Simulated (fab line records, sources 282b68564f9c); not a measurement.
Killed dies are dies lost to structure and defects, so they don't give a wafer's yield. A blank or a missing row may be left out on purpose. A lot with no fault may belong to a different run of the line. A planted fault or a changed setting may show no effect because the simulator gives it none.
fab line records -- flow rit-cmos
record: lots: 7, wafers: 21, last-day: 7
route steps=202 shown NLDD@103 PLDD@114 SPACER@125 NSD@131
lots with no fault: from the same line, run without faults
start-h: hours from the record's opening day to when the first of the lot's shown wafers began -- wait-h: hours since the lot's step before -- " identical to the entry in the row above -- L1.1+2: one row covering several wafers at once -- - no value, or no start given -- * or withheld: withheld -- < > ~ a bound
route shown NAME@n: NAME is a module with steps in the file, n the number in the route of the first one -- usual: mean and standard deviation over wafers with no fault -- same: alike in all rows -- chamber/n: place in a boat -- sites: per-site readings -- _std_site: their standard deviation -- _edge_site: inner sites' mean taken away from outer sites' mean -- radius-mm: how far each site lies from the wafer's centre -- mask NAME#n: copy n -- behind: tool/chamber where the wafer was last shaped -- hold: why the lot went on hold/how many hours it stayed there/how the hold came to an end -- device: the n, p or np transistor that did not switch -- end of line: the same wafers' tests at the end of the route -- for a step that has no rows: nothing shown but its recipe -- killed: not the wafer's yield, but the dies lost to structure and defects at the first sort -- map: the dies of a wafer, with x for killed, . for not killed, _ for no die there
set.NAME: the setting as run; set.NAME@STEP: as run at that earlier step -- model.NAME: the simulator's own value behind a step, which no gauge read
certain route steps with their lots: each step a table, each wafer a row
services: a tool's chamber out of use, with start hour (start-h, from the record's first day; less than 0 if before it), hours out, and reason
== steps ==
step: RIT_NLDD_HMDS_00
recipe: prime-time-s: 60, prime-temp-c: 140
step: RIT_NLDD_COAT_01
recipe: resist: NOVOLAK, spin-rpm: 3250, resist-thk-nm: 1000
step: RIT_NLDD_SOFTBAKE_02
recipe: resist: NOVOLAK, temp-c: 90, time-s: 60
step: RIT_NLDD_EXPOSE_03
recipe: mask-id: M7, na: 0.57, target-cd-nm: 40700, dose-mj: 250
step: RIT_NLDD_PEB_04
recipe: resist: NOVOLAK, temp-c: withheld, time-s: withheld
step: RIT_NLDD_DEVELOP_05
recipe: resist: NOVOLAK, develop-time-s: 50, dev-temp-c: 23
step: RIT_NLDD_OVL_MEAS_06
usual: NLDD_OVL: -0.5/1.4
lot.wafer,tool,chamber,start-h,wait-h,NLDD_OVL[nm]
L694.2,overlay-01,-,47.63,-,1.1
L694.5,overlay-01,-,47.63,-,-0.3
L694.6,overlay-01,-,47.63,-,2.0
L696.1,overlay-02,-,59.79,-,-2.2
L696.4,overlay-02,-,59.79,-,-0.3
L696.6,overlay-02,-,59.79,-,-1.0
L705.1,overlay-02,-,101.15,-,-0.9
L705.4,overlay-02,-,101.15,-,0.4
L705.5,overlay-02,-,101.15,-,1.4
L706.1,overlay-01,-,105.99,-,-1.4
L706.4,overlay-01,-,105.99,-,-0.8
L706.6,overlay-01,-,105.99,-,1.8
L707.1,overlay-01,-,110.88,-,0.3
L707.2,overlay-01,-,110.88,-,1.0
L707.6,overlay-01,-,110.88,-,1.4
L715.1,overlay-01,-,151.49,-,-2.2
L715.2,overlay-01,-,151.49,-,-0.4
L715.3,overlay-01,-,151.49,-,-0.6
L716.1,overlay-02,-,155.87,-,1.3
L716.3,overlay-02,-,155.87,-,1.3
L716.6,overlay-02,-,155.87,-,0.7
step: RIT_NLDD_HARDBAKE_07
recipe: resist: NOVOLAK, temp-c: 140, time-s: 60
step: RIT_NLDD_IMPLANT_08
recipe: species: P, energy-kev: 20, dose-cm2: 5e+14, tilt-deg: 7
step: RIT_NLDD_STRIP_09
recipe: chemistry: O2, time-s: 180, resist: NOVOLAK, platen-temp-c: withheld, power-w: 500, pressure-mtorr: 4000, o2-flow-sccm: 4000
usual: drypump-motor-current-A: 6.11/0.28
lot.wafer,tool,chamber,start-h,wait-h,drypump-motor-current-A,rf-hours-counter-h
L694.2,plasma-asher-04,1,48.03,0.1,6.55,26
L694.5,plasma-asher-04,1,48.03,0.1,6.53,-
L694.6,plasma-asher-04,0,48.03,0.1,5.89,-
L696.1,plasma-asher-04,1,60.13,0.1,6.59,27
L696.4,plasma-asher-04,1,60.13,0.1,6.59,-
L696.6,plasma-asher-04,1,60.13,0.1,6.63,-
L705.1,plasma-asher-03,1,101.49,0.1,5.80,50
L705.4,plasma-asher-03,1,101.49,0.1,5.80,-
L705.5,plasma-asher-03,0,101.49,0.1,6.33,-
L706.1,plasma-asher-03,1,106.42,0.1,5.76,50
L706.4,plasma-asher-03,1,106.42,0.1,5.77,-
L706.6,plasma-asher-03,0,106.42,0.1,6.34,-
L707.1,plasma-asher-01,0,111.22,0.1,6.09,46
L707.2,plasma-asher-01,1,111.22,0.1,6.02,46
L707.6,plasma-asher-01,0,111.22,0.1,6.11,-
L715.1,plasma-asher-03,0,151.83,0.1,6.33,3
L715.2,plasma-asher-03,1,151.83,0.1,5.77,3
L715.3,plasma-asher-03,1,151.83,0.1,5.80,-
L716.1,plasma-asher-01,0,156.21,0.1,6.09,50
L716.3,plasma-asher-01,0,156.21,0.1,6.09,-
L716.6,plasma-asher-01,1,156.21,0.1,6.06,-
step: RIT_NLDD_TW_MEAS_10
usual: NLDD_TW: 2484/22
lot.wafer,tool,chamber,start-h,wait-h,NLDD_TW
L694.2,film-metro-01,-,48.22,0.1,2502
L694.5,film-metro-01,-,48.22,0.1,2515
L694.6,film-metro-01,-,48.22,0.1,2495
L696.1,film-metro-03,-,60.30,0.1,2462
L696.4,film-metro-03,-,60.30,0.1,2462
L696.6,film-metro-03,-,60.30,0.1,2453
L705.1,film-metro-01,-,101.66,0.1,2520
L705.4,film-metro-01,-,101.66,0.1,2518
L705.5,film-metro-01,-,101.66,0.1,2494
L706.1,film-metro-03,-,106.59,0.1,2461
L706.4,film-metro-03,-,106.59,0.1,2464
L706.6,film-metro-03,-,106.59,0.1,2468
L707.1,film-metro-02,-,111.39,0.1,2478
L707.2,film-metro-02,-,111.39,0.1,2480
L707.6,film-metro-02,-,111.39,0.1,2470
L715.1,film-metro-01,-,152.00,0.1,2505
L715.2,film-metro-01,-,152.00,0.1,2508
L715.3,film-metro-01,-,152.00,0.1,2504
L716.1,film-metro-03,-,156.41,0.1,2460
L716.3,film-metro-03,-,156.41,0.1,2454
L716.6,film-metro-03,-,156.41,0.1,2455
step: RIT_PLDD_HMDS_00
recipe: prime-time-s: 60, prime-temp-c: 140
step: RIT_PLDD_COAT_01
recipe: resist: NOVOLAK, spin-rpm: 3250, resist-thk-nm: 1000
usual: chill-plate-temp-C: 23.00/0.12, dispense-pressure-kPa: 51/3.3
lot.wafer,tool,chamber,start-h,wait-h,chill-plate-temp-C,dispense-pressure-kPa
L694.2,litho-track-01,0,48.44,0.1,22.87,52
L694.5,litho-track-01,0,48.44,0.1,22.79,52
L694.6,litho-track-01,0,48.44,0.1,22.96,52
L696.1,litho-track-01,0,60.80,0.1,22.89,52
L696.4,litho-track-01,0,60.80,0.1,22.84,52
L696.6,litho-track-01,0,60.80,0.1,22.65,52
L705.1,litho-track-01,-,101.87,0.1,-,-
L705.4,litho-track-01,-,101.87,0.1,-,-
L705.5,litho-track-01,-,101.87,0.1,-,-
L706.1,litho-track-01,-,106.89,0.1,-,-
L706.4,litho-track-01,-,106.89,0.1,-,-
L706.6,litho-track-01,-,106.89,0.1,-,-
L707.1,litho-track-02,-,111.60,0.1,-,-
L707.2,litho-track-02,-,111.60,0.1,-,-
L707.6,litho-track-02,-,111.60,0.1,-,-
L715.1,litho-track-01,0,152.21,0.1,22.86,52
L715.2,litho-track-01,0,152.21,0.1,22.95,52
L715.3,litho-track-01,0,152.21,0.1,22.85,52
L716.1,litho-track-03,0,156.70,0.1,23.02,54
L716.3,litho-track-03,0,156.70,0.1,22.98,54
L716.6,litho-track-03,0,156.70,0.1,23.11,54
step: RIT_PLDD_SOFTBAKE_02
recipe: resist: NOVOLAK, temp-c: 90, time-s: 60
step: RIT_PLDD_EXPOSE_03
recipe: mask-id: M8, na: 0.57, target-cd-nm: 40900, dose-mj: 250
step: RIT_PLDD_PEB_04
recipe: resist: NOVOLAK, temp-c: withheld, time-s: withheld
step: RIT_PLDD_DEVELOP_05
recipe: resist: NOVOLAK, develop-time-s: 50, dev-temp-c: 23
step: RIT_PLDD_OVL_MEAS_06
usual: PLDD_OVL: 0.7/1.3
lot.wafer,tool,chamber,start-h,wait-h,PLDD_OVL[nm]
L694.2,overlay-02,-,49.25,-,0.7
L694.5,overlay-02,-,49.25,-,0.3
L694.6,overlay-02,-,49.25,-,1.6
L696.1,overlay-01,-,61.50,-,1.5
L696.4,overlay-01,-,61.50,-,1.3
L696.6,overlay-01,-,61.50,-,1.1
L705.1,overlay-01,-,102.57,-,-
L705.4,overlay-01,-,102.57,-,-
L705.5,overlay-01,-,102.57,-,-
L706.1,overlay-01,-,107.59,-,-
L706.4,overlay-01,-,107.59,-,-
L706.6,overlay-01,-,107.59,-,-
L707.1,overlay-02,-,112.30,-,-
L707.2,overlay-02,-,112.30,-,-
L707.6,overlay-02,-,112.30,-,-
L715.1,overlay-01,-,153.04,-,0.3
L715.2,overlay-01,-,153.04,-,0.2
L715.3,overlay-01,-,153.04,-,2.0
L716.1,overlay-02,-,157.46,-,0.0
L716.3,overlay-02,-,157.46,-,0.2
L716.6,overlay-02,-,157.46,-,0.4
step: RIT_PLDD_HARDBAKE_07
recipe: resist: NOVOLAK, temp-c: 140, time-s: 60
step: RIT_PLDD_IMPLANT_08
recipe: species: BF2, energy-kev: 20, dose-cm2: 9e+14, tilt-deg: 7
step: RIT_PLDD_STRIP_09
recipe: chemistry: O2, time-s: 180, resist: NOVOLAK, platen-temp-c: withheld, power-w: 500, pressure-mtorr: 4000, o2-flow-sccm: 4000
usual: drypump-motor-current-A: 6.0/0.65
lot.wafer,tool,chamber,start-h,wait-h,drypump-motor-current-A,rf-hours-counter-h
L694.2,plasma-asher-02,0,49.58,0.1,6.8,37
L694.5,plasma-asher-02,1,49.58,0.1,4.9,-
L694.6,plasma-asher-02,0,49.58,0.1,6.8,-
L696.1,plasma-asher-03,1,61.84,0.1,5.7,45
L696.4,plasma-asher-03,1,61.84,0.1,5.8,-
L696.6,plasma-asher-03,1,61.84,0.1,5.8,-
L705.1,plasma-asher-03,0,102.91,0.1,6.3,50
L705.4,plasma-asher-03,1,102.91,0.1,5.8,-
L705.5,plasma-asher-03,0,102.91,0.1,6.3,-
L706.1,plasma-asher-02,0,107.93,0.1,6.8,43
L706.4,plasma-asher-02,0,107.93,0.1,6.8,-
L706.6,plasma-asher-02,1,107.93,0.1,4.9,-
L707.1,plasma-asher-02,1,112.64,0.1,4.9,44
L707.2,plasma-asher-02,0,112.64,0.1,6.7,44
L707.6,plasma-asher-02,1,112.64,0.1,5.0,-
L715.1,plasma-asher-03,1,153.37,0.1,5.8,4
L715.2,plasma-asher-03,0,153.37,0.1,6.3,4
L715.3,plasma-asher-03,1,153.37,0.1,5.8,-
L716.1,plasma-asher-04,0,157.82,0.1,5.9,37
L716.3,plasma-asher-04,0,157.82,0.1,5.9,-
L716.6,plasma-asher-04,0,157.82,0.1,5.9,-
step: RIT_PLDD_TW_MEAS_10
usual: PLDD_TW: 2336/15
lot.wafer,tool,chamber,start-h,wait-h,PLDD_TW
L694.2,film-metro-01,-,49.76,0.1,2361
L694.5,film-metro-01,-,49.76,0.1,2349
L694.6,film-metro-01,-,49.76,0.1,2344
L696.1,film-metro-03,-,62.01,0.1,2321
L696.4,film-metro-03,-,62.01,0.1,2314
L696.6,film-metro-03,-,62.01,0.1,2327
L705.1,film-metro-03,-,103.08,0.1,2331
L705.4,film-metro-03,-,103.08,0.1,2325
L705.5,film-metro-03,-,103.08,0.1,2320
L706.1,film-metro-03,-,108.10,0.1,2332
L706.4,film-metro-03,-,108.10,0.1,2329
L706.6,film-metro-03,-,108.10,0.1,2320
L707.1,film-metro-02,-,112.81,0.1,2344
L707.2,film-metro-02,-,112.81,0.1,2336
L707.6,film-metro-02,-,112.81,0.1,2337
L715.1,film-metro-02,-,153.55,0.1,2356
L715.2,film-metro-02,-,153.55,0.1,2353
L715.3,film-metro-02,-,153.55,0.1,2336
L716.1,film-metro-01,-,157.99,0.1,2364
L716.3,film-metro-01,-,157.99,0.1,2368
L716.6,film-metro-01,-,157.99,0.1,2367
step: RIT_SPACER_CLEAN_00
recipe: chemistry: SC1, mix: 3:3:50, time-s: 600, temp-c: 75
step: RIT_SPACER_CLEAN_01
recipe: chemistry: dHF, dilution: 50:1, time-s: 30
step: RIT_SPACER_CLEAN_02
recipe: chemistry: SC2, mix: 3:3:50, time-s: 600, temp-c: 75, dry: n2-spin
step: RIT_SPACER_CVD_03
recipe: material: Si3N4, target-thk-nm: 250, temp-c: 810, precursor: SiH2Cl2/NH3, time-s: 3300, pressure-mtorr: 300, sih2cl2-flow-sccm: 60, nh3-flow-sccm: 150
step: RIT_SPACER_THK_MEAS_04
recipe: reads: Si3N4_of_SPACER_CVD_03
usual: SPACER_NITRIDE_THK: 250.8/2.6
lot.wafer,tool,chamber,start-h,wait-h,SPACER_NITRIDE_THK[nm]
L694.2,film-metro-04,-,52.11,0.0,253.0
L694.5,film-metro-04,-,52.11,0.0,255.8
L694.6,film-metro-04,-,52.11,0.0,253.4
L696.1,film-metro-02,-,64.37,0.0,245.8
L696.4,film-metro-02,-,64.37,0.0,245.3
L696.6,film-metro-02,-,64.37,0.0,245.9
L705.1,film-metro-04,-,105.46,0.0,254.0
L705.4,film-metro-04,-,105.46,0.0,252.8
L705.5,film-metro-04,-,105.46,0.0,253.7
L706.1,film-metro-03,-,110.48,0.0,251.3
L706.4,film-metro-03,-,110.48,0.0,248.2
L706.6,film-metro-03,-,110.48,0.0,249.5
L707.1,film-metro-04,-,115.17,0.0,250.4
L707.2,film-metro-04,-,115.17,0.0,251.0
L707.6,film-metro-04,-,115.17,0.0,253.2
L715.1,film-metro-04,-,155.89,0.0,245.6
L715.2,film-metro-04,-,155.89,0.0,246.1
L715.3,film-metro-04,-,155.89,0.0,246.2
L716.1,film-metro-04,-,160.37,0.0,249.7
L716.3,film-metro-04,-,160.37,0.0,250.4
L716.6,film-metro-04,-,160.37,0.0,249.5
step: RIT_SPACER_ETCHBACK_05
recipe: target-depth-a: 2500, SF6_flow_sccm: 30, CHF3_flow_sccm: 30, target: Si3N4, chemistry: SF6/CHF3, pressure-mtorr: 40, rf-w: 250, time-s: 240, stop-on: SiO2
usual: CHF3_flow_sccm: 30.00/0.095, drypump-motor-current-A: 5.6/0.5, oes-product-au: 0.851/0.014, throttle-valve-pct: 10.23/0.13
lot.wafer,tool,chamber,start-h,wait-h,CHF3_flow_sccm,drypump-motor-current-A,oes-product-au,rf-hours-counter-h,throttle-valve-pct
L694.2,rie-diel-01,0,52.16,0.0,29.90,6.6,0.842,102,10.06
L694.5,rie-diel-01,2,52.16,0.0,29.83,5.4,0.880,-,10.04
L694.6,rie-diel-01,1,52.16,0.0,29.99,5.3,0.869,-,10.34
L696.1,rie-diel-04,1,64.43,0.1,29.83,4.8,0.834,19,10.41
L696.4,rie-diel-04,0,64.43,0.1,30.15,5.2,0.821,128,10.19
L696.6,rie-diel-04,2,64.43,0.1,30.01,6.0,0.821,-,10.32
L705.1,rie-diel-03,2,105.52,0.1,29.94,6.1,0.838,13,10.23
L705.4,rie-diel-03,3,105.52,0.1,30.01,5.9,0.866,133,10.01
L705.5,rie-diel-03,2,105.52,0.1,30.05,6.2,0.827,-,10.25
L706.1,rie-diel-01,1,110.54,0.1,30.06,5.3,0.860,130,10.36
L706.4,rie-diel-01,2,110.54,0.1,30.03,5.4,0.855,2,10.03
L706.6,rie-diel-01,1,110.54,0.1,30.07,5.3,0.851,-,10.35
L707.1,rie-diel-04,2,115.23,0.1,29.95,6.0,0.839,84,10.33
L707.2,rie-diel-04,3,115.23,0.1,29.98,5.8,0.862,125,10.34
L707.6,rie-diel-04,2,115.23,0.1,30.01,6.0,0.840,-,10.33
L715.1,rie-diel-01,3,155.95,0.1,29.94,5.5,0.829,49,10.22
L715.2,rie-diel-01,0,155.95,0.1,30.01,6.7,0.829,103,10.06
L715.3,rie-diel-01,1,155.95,0.1,30.01,5.3,0.844,130,10.36
L716.1,rie-diel-03,3,160.43,0.1,29.90,5.8,0.859,134,10.02
L716.3,rie-diel-03,0,160.43,0.1,30.19,5.2,0.857,55,10.31
L716.6,rie-diel-03,3,160.43,0.1,29.99,5.9,0.858,-,10.00
step: RIT_NSD_HMDS_00
recipe: prime-time-s: 60, prime-temp-c: 140
step: RIT_NSD_COAT_01
recipe: resist: NOVOLAK, spin-rpm: 3250, resist-thk-nm: 1000
step: RIT_NSD_SOFTBAKE_02
recipe: resist: NOVOLAK, temp-c: 90, time-s: 60
step: RIT_NSD_EXPOSE_03
recipe: mask-id: M9, na: 0.57, target-cd-nm: 40700, dose-mj: 250
step: RIT_NSD_PEB_04
recipe: resist: NOVOLAK, temp-c: withheld, time-s: withheld
step: RIT_NSD_DEVELOP_05
recipe: resist: NOVOLAK, develop-time-s: 50, dev-temp-c: 23
step: RIT_NSD_OVL_MEAS_06
usual: NSD_OVL: 0.7/1.4
lot.wafer,tool,chamber,start-h,wait-h,NSD_OVL[nm]
L694.2,overlay-02,-,53.16,-,1.8
L694.5,overlay-02,-,53.16,-,1.2
L694.6,overlay-02,-,53.16,-,-1.1
L696.1,overlay-02,-,65.56,-,-0.6
L696.4,overlay-02,-,65.56,-,0.9
L696.6,overlay-02,-,65.56,-,1.1
L705.1,overlay-02,-,106.52,-,1.0
L705.4,overlay-02,-,106.52,-,1.2
L705.5,overlay-02,-,106.52,-,0.6
L706.1,overlay-02,-,111.67,-,0.5
L706.4,overlay-02,-,111.67,-,-0.6
L706.6,overlay-02,-,111.67,-,-0.6
L707.1,overlay-01,-,116.23,-,-0.2
L707.2,overlay-01,-,116.23,-,1.3
L707.6,overlay-01,-,116.23,-,-0.6
L715.1,overlay-02,-,157.24,-,2.3
L715.2,overlay-02,-,157.24,-,0.8
L715.3,overlay-02,-,157.24,-,0.9
L716.1,overlay-01,-,161.43,-,-0.6
L716.3,overlay-01,-,161.43,-,1.7
L716.6,overlay-01,-,161.43,-,2.0
step: RIT_NSD_HARDBAKE_07
recipe: resist: NOVOLAK, temp-c: 140, time-s: 60
step: RIT_NSD_IMPLANT_08
recipe: species: P, energy-kev: 25, dose-cm2: 1e+15, tilt-deg: 7
step: RIT_NSD_STRIP_09
recipe: chemistry: O2, time-s: 180, resist: NOVOLAK, platen-temp-c: withheld, power-w: 500, pressure-mtorr: 4000, o2-flow-sccm: 4000
usual: drypump-motor-current-A: 6.0/0.52
lot.wafer,tool,chamber,start-h,wait-h,drypump-motor-current-A,rf-hours-counter-h
L694.2,plasma-asher-03,0,53.49,0.1,6.3,44
L694.5,plasma-asher-03,0,53.49,0.1,6.3,-
L694.6,plasma-asher-03,1,53.49,0.1,5.8,-
L696.1,plasma-asher-03,1,65.89,0.1,5.8,45
L696.4,plasma-asher-03,1,65.89,0.1,5.8,-
L696.6,plasma-asher-03,1,65.89,0.1,5.8,-
L705.1,plasma-asher-03,0,106.86,0.1,6.3,50
L705.4,plasma-asher-03,1,106.86,0.1,5.8,-
L705.5,plasma-asher-03,0,106.86,0.1,6.4,-
L706.1,plasma-asher-01,0,112.18,0.3,6.1,46
L706.4,plasma-asher-01,1,112.18,0.3,6.0,-
L706.6,plasma-asher-01,0,112.18,0.3,6.1,-
L707.1,plasma-asher-01,0,116.57,0.1,6.1,47
L707.2,plasma-asher-01,1,116.57,0.1,6.0,47
L707.6,plasma-asher-01,0,116.57,0.1,6.1,-
L715.1,plasma-asher-02,1,157.79,0.1,4.9,48
L715.2,plasma-asher-02,0,157.79,0.1,6.8,48
L715.3,plasma-asher-02,0,157.79,0.1,6.7,-
L716.1,plasma-asher-02,0,161.77,0.1,6.8,49
L716.3,plasma-asher-02,1,161.77,0.1,4.9,-
L716.6,plasma-asher-02,0,161.77,0.1,6.8,-
step: RIT_NSD_TW_MEAS_10
usual: NSD_TW: 3117/29
lot.wafer,tool,chamber,start-h,wait-h,hold,NSD_TW
L694.2,film-metro-03,-,53.68,0.1,-,3101
L694.5,film-metro-03,-,53.68,0.1,-,3094
L694.6,film-metro-03,-,53.68,0.1,-,3102
L696.1,film-metro-02,-,66.07,0.1,-,3094
L696.4,film-metro-02,-,66.07,0.1,-,3097
L696.6,film-metro-02,-,66.07,0.1,-,3085
L705.1,film-metro-03,-,107.03,0.1,await-dispo/0.2h/release,3246
L705.4,film-metro-03,-,107.03,0.1,await-dispo/0.2h/release,3258
L705.5,film-metro-03,-,107.03,0.1,await-dispo/0.2h/release,3269
L705.1,film-metro-03,-,107.26,0.2,-,3268
L705.4,film-metro-03,-,107.26,0.2,-,3251
L705.5,film-metro-03,-,107.26,0.2,-,3263
L706.1,film-metro-02,-,112.36,0.1,await-dispo/0.2h/release,3267
L706.4,film-metro-02,-,112.36,0.1,await-dispo/0.2h/release,3273
L706.6,film-metro-02,-,112.36,0.1,await-dispo/0.2h/release,3263
L706.1,film-metro-02,-,112.59,0.2,-,3270
L706.4,film-metro-02,-,112.59,0.2,-,3274
L706.6,film-metro-02,-,112.59,0.2,-,3281
L707.1,film-metro-03,-,116.74,0.1,await-dispo/0.2h/release,3263
L707.2,film-metro-03,-,116.74,0.1,await-dispo/0.2h/release,3244
L707.6,film-metro-03,-,116.74,0.1,await-dispo/0.2h/release,3269
L707.1,film-metro-03,-,116.97,0.2,-,3255
L707.2,film-metro-03,-,116.97,0.2,-,3260
L707.6,film-metro-03,-,116.97,0.2,-,3265
L715.1,film-metro-03,-,157.97,0.1,-,3090
L715.2,film-metro-03,-,157.97,0.1,-,3086
L715.3,film-metro-03,-,157.97,0.1,-,3081
L716.1,film-metro-01,-,161.94,0.1,-,3145
L716.3,film-metro-01,-,161.94,0.1,-,3141
L716.6,film-metro-01,-,161.94,0.1,-,3160
== services ==
tool,chamber,start-h,hours,kind
plasma-asher-02,-,50.39,3.1,repair
rie-diel-01,2,63.80,7.4,repair
rie-diel-04,0,64.57,2.4,repair
plasma-asher-04,-,78.37,17.6,repair
rie-diel-03,-,90.50,2.8,pm
rie-diel-03,-,94.52,0.1,repair
plasma-asher-03,-,108.75,9.0,pm
plasma-asher-03,0,108.75,9.0,vent-cycle
plasma-asher-03,1,108.75,9.0,vent-cycle
plasma-asher-02,-,111.69,0.8,repair
rie-diel-03,3,116.70,11.5,repair
plasma-asher-03,0,117.75,-,clean
plasma-asher-03,1,117.75,-,clean
plasma-asher-01,-,122.12,4.2,pm
plasma-asher-04,-,160.67,3.1,repair
== key ==
first-sign: step: RIT_PLDD_COAT_01, reading: tool-record, direction: missing
effect: step: RIT_PLDD_OVL_MEAS_06, reading: PLDD_OVL, direction: missing
effect: step: RIT_NSD_TW_MEAS_10, reading: NSD_TW, direction: up, sigmas: 5, usual: 3117, struck: 3261
met-at RIT_PLDD_COAT_01
struck-wafers L705.1,L705.4,L705.5,L706.1,L706.4,L706.6,L707.1,L707.2,L707.6
rows-end L707.2,L707.6
sort-left-out L705.1,L705.4,L705.5,L706.1,L706.4,L706.6,L707.1
tester-left-out L705,L706,L707
onset-between 60.80 101.87
fault: kind: skipped-step-whole, tool: litho-track-01,litho-track-02, chamber: -, onset-h: 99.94, steps: RIT_PLDD_COAT_01, scope: struck-lots-only
tester-left-out: of these lots the tester's yield and bins aren't shown, on N5 and GAA mostly nor the transistor test; their killed dies are dies lost to structure and defects alone, not to doping, threshold or leakage, so they don't give the yield
sort-left-out: the simulated sort isn't trusted on such a fault, so these wafers' sort isn't shown, and their yield isn't known
rows-end: these wafers met a further fault down the route, and their rows from its step on are left out
